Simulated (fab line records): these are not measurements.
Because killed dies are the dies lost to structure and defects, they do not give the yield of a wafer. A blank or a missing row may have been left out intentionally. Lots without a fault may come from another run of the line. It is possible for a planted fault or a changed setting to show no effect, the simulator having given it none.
Which tool is to blame? | flow berkeley cmos170 | at 1 step of a route of 331, 7 lots with 19 wafers sampled

WHAT THE GAUGES READ, wafer by wafer
UCB170_ACTIVE_THK_MEAS_03.
lot  | measured    | on            | ACTIVE_OXIDE_THK (nm)
L559 | day 4 02:56 | film metro-04 | 26.1 26.6 26.4
L561 | day 4 23:02 | film metro-02 | 26.3 26.5 26.6
L562 | day 5 03:51 | film metro-03 | 26.7 27.3 27.1
L569 | day 6 09:07 | film metro-02 | 26.6
L574 | day 7 13:36 | film metro-02 | 27.4 27.0 27.4
L578 | day 7 20:50 | film metro-02 | 26.9 26.9 27.1
L581 | day 8 17:37 | film metro-04 | 26.3 26.7 26.4

WHICH TOOL RAN EACH LOT (tool, then ch and the chambers of the sampled wafers, then the start)
No process step before these readings appears in the record.

THE ANSWER, worked out from the rows above alone
Rule: what is usual is taken from the lots themselves. Put in order of their means at a reading, lots are off if they are a third of the lots or fewer, leave a main group of 4 or more, and stand apart from it by a gap of 3 or more times the standard deviation of the main group's means; of several such gaps the widest counts. If all means in a main group match to the digits the tables above print for the reading, that group is not used. Also off: a lot with no number at a reading for which 4 or more lots have one. All remaining lots with rows at the step are treated as sound.
None of the lots is off at any reading shown; this tells nothing.

WHAT WAS PUT IN BY THE SIMULATOR
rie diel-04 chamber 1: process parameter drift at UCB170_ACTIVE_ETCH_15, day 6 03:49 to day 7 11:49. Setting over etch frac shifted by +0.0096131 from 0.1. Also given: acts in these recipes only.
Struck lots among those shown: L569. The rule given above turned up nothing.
